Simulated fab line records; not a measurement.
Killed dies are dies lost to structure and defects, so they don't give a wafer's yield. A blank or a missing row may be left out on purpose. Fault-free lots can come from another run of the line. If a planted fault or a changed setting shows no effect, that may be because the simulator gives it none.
A struck lot beside a sound one    flow ritCmos    43 out of 202 route steps
Sound: the wafers L767.1, L767.3, L767.4. Struck: wafer L759.6 (left out: L759.1, L759.5 of the same lot, which were not struck); the cause appears at the end.
Order at every step that has rows: each side's tool, ch and its chambers, its first start. Under that, the readings that differ: sound wafers    struck wafers    difference of the means    sigmas: that difference in standard deviations of wafers without a fault.
alike: words and numbers the same on both sides, and readings whose means are apart by under 2 such deviations; not compared: readings that were withheld, readings missing a value for some wafer, numbers with overlapping values and no deviation given by the record, and bounds like >300 which may hide the same value.
The two part at a step that has a row with sigmas, a row that says differs or no value, or rows on one side only. Numbers that don't overlap but have no deviation are shown without sigmas and don't part them. A reading missing from all wafers of one side parts the sides only when that side holds two or more wafers.

RIT_SDANNEAL_RTA_03: time 5 s.
  sound on rtpAnneal-02 ch 0, day 7 03:55; struck on rtpAnneal-02 ch 0, day 5 09:55
  alike: annealTempCMax, wafer_temp_C_max
RIT_SDANNEAL_RS_MEAS_04: measurement is done with a four-point probe.
  struck on filmMetro-02, day 5 09:58; sound on filmMetro-02, day 7 03:58
  alike: PSD_RS
RIT_SDANNEAL_RS_MEAS_05: measurement is done with a four-point probe.
  struck on filmMetro-02, day 5 10:05; sound on filmMetro-02, day 7 04:05
  alike: NSD_RS
RIT_SDANNEAL_RS_MEAS_06: measurement is done with a four-point probe.
  struck on filmMetro-02, day 5 10:13; sound on filmMetro-02, day 7 04:13
  alike: PLDD_RS
RIT_SDANNEAL_RS_MEAS_07: measurement is done with a four-point probe.
  struck on filmMetro-02, day 5 10:20; sound on filmMetro-02, day 7 04:20
  alike: NLDD_RS
then, 2 steps without rows for these wafers: RIT_SILICIDE_WET_ETCH_00 (etches SiO2 in BOE, target depth 14 nm, time 15.33 s); RIT_SILICIDE_SPUTTER_01 (material Ti, target thk 30 nm, time 240 s).
RIT_SILICIDE_RS_MEAS_02: measurement is done with a four-point probe.
  struck on filmMetro-03, day 5 10:37; sound on filmMetro-03, day 7 04:37
  alike: SILICIDE_TI_RS
RIT_SILICIDE_THK_MEAS_03: measures by xrf.
  struck on filmMetro-03, day 5 10:44; sound on filmMetro-03, day 7 04:44
  alike: SILICIDE_TI_THK
RIT_SILICIDE_RTA_04: time 10 s, ramp up 5 s, ramp down 5 s.
  sound on rtpAnneal-01 ch 0, day 7 04:47; struck on rtpAnneal-01 ch 0, day 5 10:47
  alike: annealTempCMax, wafer_temp_C_max
then, 1 step without rows for these wafers: RIT_SILICIDE_WET_ETCH_05 (etches Ti in SPM, time 120 s).
RIT_SILICIDE_RTA_06: time 10 s, ramp up 5 s, ramp down 10 s.
  sound on rtpAnneal-02 ch 0, day 7 04:54; struck on rtpAnneal-02 ch 0, day 5 10:54
  alike: annealTempCMax, wafer_temp_C_max
RIT_CONTACT_CVD_00: deposits SiO2 from TEOS, target thk 400 nm, time 61 s.
  sound on pecvd-01 ch 0,1, day 7 04:58; struck on pecvd-04 ch 0, day 5 10:58
reading                                  sound              struck  difference  sigmas
runLengthS (s)                           89.1 89.3 88.9     95.2    +6.1        +11
model.SiO2_of_CONTACT_CVD_00.thkNm (nm)  395.1 388.4 403.5  441.5   +45.8       
  alike: heaterPowerW
RIT_CONTACT_THK_MEAS_01:
  struck on filmMetro-01, day 5 11:01; sound on filmMetro-01, day 7 05:01
reading                sound        struck  difference  sigmas
CONTACT_TEOS_THK (nm)  395 389 403  441     +45         +9
then, 6 steps without rows for these wafers: RIT_CONTACT_HMDS_02 (prime time 60 s); RIT_CONTACT_COAT_03 (resist thk 1000 nm); RIT_CONTACT_SOFTBAKE_04 (time 60 s); RIT_CONTACT_EXPOSE_05 (exposes mask M11, target cd 1000 nm); RIT_CONTACT_PEB_06; RIT_CONTACT_DEVELOP_07 (develop time 120 s).
RIT_CONTACT_CD_MEAS_08: the cd target is 1000 nm.
  struck on cdSem-01, day 5 12:04; sound on cdSem-02, day 7 06:07
  alike: cdNm
RIT_CONTACT_OVL_MEAS_09:
  struck on overlay-01, day 5 12:11; sound on overlay-01, day 7 06:14
reading           sound           struck  difference  sigmas
CONTACT_OVL (nm)  -1.6 -3.0 -2.0  1.4     +3.6        +3
then, 1 step without rows for these wafers: RIT_CONTACT_HARDBAKE_10 (time 60 s).
RIT_CONTACT_ETCH_11: etches SiO2 in CHF3/CF4/Ar, stops on TiSi2, target depth 480 nm, time 320 s.
  sound on rieDiel-02 ch 0,1,3, day 7 06:25; struck on rieDiel-01 ch 3, day 5 12:22
reading                            sound              struck  difference  sigmas
model.etch.depthNm (nm)            395.1 388.4 403.5  441.5   +45.8       
model.CONTACT.featureDepthNm (nm)  395.1 388.4 403.5  441.5   +45.8       
  alike: drypumpMotorCurrentA, oesProductAu, throttleValvePct
  not compared: rfHoursCounterH
RIT_CONTACT_STRIP_12: strips in O2, time 180 s.
  sound on plasmaAsher-04 ch 0,1, day 7 06:37; struck on plasmaAsher-03 ch 0, day 5 12:34
  alike: drypumpMotorCurrentA
  not compared: rfHoursCounterH
RIT_CONTACT_CD_MEAS_90: the cd target is 1000 nm.
  struck on cdSem-01, day 5 12:44; sound on cdSem-01, day 7 06:47
  alike: cdNm
then, 2 steps without rows for these wafers: RIT_CONTACT_CLEAN_13 (cleans in SC1, time 600 s); RIT_CONTACT_CLEAN_14 (cleans in SC2, time 600 s).
RIT_M1_SPUTTER_00: material Al, target thk 400 nm, time 500 s.
  struck on pvdSputter-02, day 5 13:13; sound on pvdSputter-02, day 7 07:16
  alike: throttleValvePct
RIT_M1_RS_MEAS_01: measurement is done with a four-point probe.
  struck on filmMetro-01, day 5 13:31; sound on filmMetro-04, day 7 07:34
  alike: M1_AL_RS
RIT_M1_THK_MEAS_02: measures by xrf.
  struck on filmMetro-01, day 5 13:38; sound on filmMetro-04, day 7 07:41
  alike: M1_AL_THK
then, 6 steps without rows for these wafers: RIT_M1_HMDS_03 (prime time 60 s); RIT_M1_COAT_04 (resist thk 1283 nm); RIT_M1_SOFTBAKE_05 (time 60 s); RIT_M1_EXPOSE_06 (exposes mask M12, target cd 2600 nm); RIT_M1_PEB_07; RIT_M1_DEVELOP_08 (develop time 68 s).
RIT_M1_CD_MEAS_09: the cd target is 2600 nm.
  struck on cdSem-02, day 5 14:44; sound on cdSem-01, day 7 08:45
  alike: cdNm
RIT_M1_OVL_MEAS_10:
  struck on overlay-02, day 5 14:52; sound on overlay-01, day 7 08:52
  alike: M1_OVL
then, 1 step without rows for these wafers: RIT_M1_HARDBAKE_11 (time 120 s).
RIT_M1_METAL_ETCH_12: etches Al in Cl2/BCl3, stops on SiO2, time 165 s, target depth 600 nm.
  sound on rieMetal-01 ch 0,1, day 7 09:21; struck on rieMetal-04 ch 0, day 5 15:09
reading                                  sound              struck  difference  sigmas
model.SiO2_of_CONTACT_CVD_00.thkNm (nm)  358.7 353.2 366.9  406.1   +46.5       
  alike: drypumpMotorCurrentA, mfcCl2Sccm, oesProductAu, throttleValvePct
  not compared: rfHoursCounterH
then, 1 step without rows for these wafers: RIT_M1_STRIP_13 (strips in nmp, time 600 s).
RIT_M1_PROBE_99:
  struck on prober-02, day 5 20:57; sound on prober-01, day 7 11:37
reading                                  sound                       struck     difference  sigmas
model.etest.fieldPMetal.vtV (V)          -28.83 -28.69 -29.37        -30.6      -1.6        
model.etest.antennaContact.vtShiftV (V)  -0.01257 -0.01106 -0.01049  -0.005388  +0.005985   

== WHERE THEY PART ==
Last at RIT_CONTACT_OVL_MEAS_09 as far as this record goes, first at RIT_CONTACT_CVD_00. Later steps at which nothing parts them and some readings are alike: RIT_CONTACT_ETCH_11, RIT_CONTACT_STRIP_12, RIT_CONTACT_CD_MEAS_90, RIT_M1_SPUTTER_00, RIT_M1_RS_MEAS_01, RIT_M1_THK_MEAS_02, RIT_M1_CD_MEAS_09, RIT_M1_OVL_MEAS_10, RIT_M1_METAL_ETCH_12.

WHY: what had been put in by the simulator
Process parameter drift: pecvd-04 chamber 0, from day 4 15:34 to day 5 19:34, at RIT_CONTACT_CVD_00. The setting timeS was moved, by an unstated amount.
